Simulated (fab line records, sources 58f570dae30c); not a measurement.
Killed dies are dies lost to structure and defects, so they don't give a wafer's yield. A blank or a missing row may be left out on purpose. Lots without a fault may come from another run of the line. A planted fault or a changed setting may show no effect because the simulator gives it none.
One fault seen from 2 desks | flow berkeley_cmos170 | each desk has only its own numbers; what lay behind them comes last

THE TOOL OWNER'S DESK: cmp-01
The tool's own readings at UCB170_V1_CMP_02 (polishes SiO2): means of the sampled wafers that have a number, for each lot that ran on this tool. A lot is out of limits, marked OUT, if its mean lies more than 4 standard deviations from the usual mean; the brackets give that distance.
Columns: A = motor_current_A at UCB170_V1_CMP_02, usual 16.2 A; B = platen_rpm at UCB170_V1_CMP_02, usual 60.00 rpm; C = slurry_filter_dp_kPa at UCB170_V1_CMP_02, usual 13.52 kPa
lot  | first seen here | A    | B                       | C
L679 | day 6 17:49     | 14.6 | 60.00                   | 13.52
L686 | day 8 04:00     | 16.1 | 60.02                   | 13.60
L691 | day 9 05:07     | 16.5 | 59.99                   | 13.67
L693 | day 9 22:54     | 17.8 | 66.00 (+99 or more) OUT | 13.62
L694 | day 9 23:12     | 17.3 | 65.97 (+99 or more) OUT | 13.44
This desk's finding: out of limits on L693, L694; first on L693, day 9 22:54 (platen_rpm at UCB170_V1_CMP_02). In limits: L679, L686, L691.

THE METROLOGY DESK
What the gauges read, lot by lot, whatever tool the lot ran on: means of the sampled wafers that have a number. A lot is out of limits, marked OUT, if its mean lies more than 4 standard deviations from the usual mean; the brackets give that distance.
Columns: A = cd_nm at UCB170_M1_CD_MEAS_09, usual 699.4 nm; B = M1_OVL at UCB170_M1_OVL_MEAS_10, usual 1 nm
lot  | first seen here | A     | B
L679 | day 6 14:43     | 700.1 | 3
L680 | day 7 04:35     | 697.5 | -1
L685 | day 7 17:53     | 702.1 | 3
L683 | day 7 18:41     | 698.5 | -2
L686 | day 7 23:08     | 699.9 | 9
L689 | day 8 16:39     | 699.3 | 2
L690 | day 8 23:50     | 700.6 | -4
L691 | day 9 00:49     | 700.8 | 1
L693 | day 9 17:28     | 698.7 | 5
L694 | day 9 18:16     | 699.2 | 11
L692 | day 9 18:31     | 698.9 | 5
L695 | day 10 11:18    | 697.5 | -4
L700 | day 11 05:32    | 697.3 | 7
L702 | day 11 13:01    | 700.8 | -9
This desk's finding: nothing out of limits on any of the 14 lots.

PUT TOGETHER
The tool owner's desk could have raised an alarm at day 9 22:54, on L693, L694.
The metrology desk saw nothing out of limits.
The metrology desk has L693, L694 on record, within its limits.
Of the lots named, all ran UCB170_V1_CMP_02 on cmp-01.

WHAT THE SIMULATOR HAD PUT IN
Process parameter drift: cmp-01, from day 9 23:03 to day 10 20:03, at UCB170_V1_CMP_02. Setting platen_rpm, moved by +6, from 60. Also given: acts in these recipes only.
Lots struck among those shown: L693, L694.
